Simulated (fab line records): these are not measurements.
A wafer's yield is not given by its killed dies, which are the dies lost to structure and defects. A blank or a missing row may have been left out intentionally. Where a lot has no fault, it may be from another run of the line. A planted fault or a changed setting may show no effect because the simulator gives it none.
Matching of chambers | flow berkeley cmos170 | UCB170_CONTACT_ETCH_17 on rie diel-04: 4 sister chambers
The step etches BARC in N2/H2. 7 wafers are shown with their chamber, then 8 later ones without.

== EACH WAFER AND ITS CHAMBER ==
wafer  | chamber | throttle valve pct (%) | oes product au (a.u.)
L117.1 | 1       | 13.25                  | 1.042
L117.4 | 2       | 13.12                  | 0.993
L121.5 | 2       | 13.11                  | 1.000
L126.3 | 0       | 13.20                  | 0.978
L124.4 | 0       | 13.21                  | 0.983
L124.6 | 3       | 13.33                  | 0.980
L125.3 | 3       | 13.32                  | 0.982

== WAFERS WITHOUT THEIR CHAMBER ==
wafer  | throttle valve pct (%) | oes product au (a.u.)
L125.4 | 13.20                  | 0.995
L125.5 | 13.10                  | 0.986
L127.3 | 13.24                  | 1.034
L127.4 | 13.13                  | 0.997
L127.6 | 13.25                  | 1.048
L130.3 | 13.25                  | 1.033
L130.5 | 13.34                  | 0.990
L130.6 | 13.10                  | 0.981

== EACH ONE'S CHAMBER ==
wafer  | from the rows above | in truth
L125.4 | 0                   | 0
L125.5 | 2                   | 2
L127.3 | 1                   | 1
L127.4 | 2                   | 2
L127.6 | 1                   | 1
L130.3 | 1                   | 1
L130.5 | 3                   | 3
L130.6 | 2                   | 2
Correctly placed: 8 of 8. Not placeable from these rows: 0. 0 placed wrongly.
How it was worked out, from the rows above alone: a wafer's distance from a chamber is the root of the sum, over the readings, of the square of ((its reading less the chamber's mean) divided by the reading's scatter). If the next closest chamber is less than 2 further off than the closest, the wafer can't be placed; otherwise it belongs to the closest. A chamber's mean is the mean of its shown wafers. The scatter is the square root of a quotient: the sum, over the shown wafers, of each reading's squared deviation from its chamber's mean, divided by wafers minus chambers.
